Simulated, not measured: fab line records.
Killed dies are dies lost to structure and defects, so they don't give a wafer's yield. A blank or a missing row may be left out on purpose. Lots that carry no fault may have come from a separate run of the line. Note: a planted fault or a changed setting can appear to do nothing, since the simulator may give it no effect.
Chamber matching + flow berkeleyCmos170 + pecvd-02 running UCB170_V2_CVD_00: 3 sister chambers
The step deposits SiO2 from TEOS/O2, target thk 2000 nm, time 250 s. 3 wafers are shown with their chamber, then 8 later ones without.

## WAFERS, EACH WITH ITS CHAMBER
| wafer  | chamber | heaterPowerW (W) |
|--------|---------|------------------|
| L310.4 | 2       | 258              |
| L310.5 | 0       | 208              |
| L311.3 | 1       | 215              |

## WAFERS WHOSE CHAMBER IS MISSING
| wafer  | heaterPowerW (W) |
|--------|------------------|
| L311.4 | 286              |
| L311.5 | 216              |
| L314.2 | 306              |
| L314.4 | 214              |
| L314.5 | 217              |
| L315.2 | 215              |
| L315.4 | 269              |
| L315.6 | 213              |

## EACH ONE'S CHAMBER
| wafer  | from the rows above          | in truth                   |
|--------|------------------------------|----------------------------|
| L311.4 | 2                            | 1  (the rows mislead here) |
| L311.5 | can't be placed: 1 or 0      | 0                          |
| L314.2 | 2                            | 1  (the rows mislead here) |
| L314.4 | can't be placed: 1 or 0      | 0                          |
| L314.5 | can't be placed: 1 or 0 or 2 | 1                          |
| L315.2 | can't be placed: 1 or 0      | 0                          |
| L315.4 | 2                            | 2                          |
| L315.6 | can't be placed: 1 or 0      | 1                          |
Correct placement for 1 of the 8. Cannot be placed on the basis of these rows: 5; the candidates contain the true chamber in 5. Wrongly placed: 2.
How it was worked out, from the rows above alone: a wafer's distance from a chamber is the root of the sum, over the readings, of the square of ((its reading less the chamber's mean) divided by the reading's scatter). The wafer belongs to the nearest chamber; if the next one is less than 2 further off, it can't be placed. A chamber's mean is the mean of its shown wafers. The scatter: with one shown wafer a chamber, the root of the mean of the squares of how far each hidden wafer lies from its nearest shown one.
